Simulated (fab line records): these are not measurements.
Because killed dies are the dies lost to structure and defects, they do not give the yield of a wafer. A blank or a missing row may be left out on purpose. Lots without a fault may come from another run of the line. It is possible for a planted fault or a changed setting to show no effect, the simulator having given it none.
A single fault, viewed from 2 desks | flow berkeleyCmos170 | numbers are kept per desk, each desk with only its own; the story behind them comes last

== TOOL OWNER'S DESK, rieDiel-04 ==
The tool's own readings at UCB170_V2_ETCH_14 (etches SiO2 in CHF3/CF4/Ar, stops on Al, target depth 1250 nm, time 291 s): means of the sampled wafers that have a number, for each lot that ran on this tool. Marked OUT: a lot whose mean sits more than 4 standard deviations from the usual mean, which makes it out of limits; the brackets give that distance.
Columns: A = drypumpMotorCurrentA at UCB170_V2_ETCH_14, usual 5.7 A; B = oesProductAu at UCB170_V2_ETCH_14, usual 0.874 a.u.; C = throttleValvePct at UCB170_V2_ETCH_14, usual 6.92 %
lot  | first seen here | A   | B     | C
L608 | day 9 14:28     | 5.4 | 0.876 | 7.04
L613 | day 10 03:59    | 5.7 | 0.870 | 6.99
L623 | day 12 16:32    | 5.5 | 0.855 | 6.95
L624 | day 12 18:16    | 5.4 | 0.860 | 6.95
L626 | day 13 12:26    | 5.8 | 0.840 | 6.79
This desk's finding: nothing out of limits on any of the 5 lots.

== AT THE METROLOGY DESK ==
What the gauges read for every lot (on any tool): the sampled wafers with a number, averaged. Marked OUT: a lot whose mean sits more than 4 standard deviations from the usual mean, which makes it out of limits; the brackets give that distance.
Columns: A = M2_AL_RS at UCB170_M2_RS_MEAS_02, usual 0.0322 ohm/sq; B = M3_AL_RS at UCB170_M3_RS_MEAS_02, usual 0.0320 ohm/sq
lot  | first seen here | A      | B
L607 | day 8 21:14     | 0.0318 | 0.0317
L610 | day 9 05:49     | 0.0326 | 0.0327
L608 | day 9 09:16     | 0.0323 | 0.0318
L613 | day 9 22:52     | 0.0323 | 0.0314
L612 | day 10 01:00    | 0.0323 | 0.0316
L611 | day 10 02:10    | 0.0328 | 0.0325
L615 | day 10 08:01    | 0.0325 | 0.0321
L617 | day 10 22:19    | 0.0321 | 0.0319
L618 | day 10 22:56    | 0.0327 | 0.0321
L616 | day 10 23:46    | 0.0319 | 0.0325
L623 | day 12 11:32    | 0.0323 | 0.0318
L622 | day 12 12:12    | 0.0325 | 0.0317
L624 | day 12 12:28    | 0.0322 | 0.0331
L626 | day 13 06:00    | 0.0321 | 0.0320
L630 | day 14 00:05    | 0.0322 | 0.0318
This desk's finding: nothing out of limits on any of the 15 lots.

== PUT TOGETHER ==
The tool owner's desk saw nothing out of limits.
At the metrology desk, nothing out of limits was observed.

== WHAT HAD BEEN PUT IN BY THE SIMULATOR ==
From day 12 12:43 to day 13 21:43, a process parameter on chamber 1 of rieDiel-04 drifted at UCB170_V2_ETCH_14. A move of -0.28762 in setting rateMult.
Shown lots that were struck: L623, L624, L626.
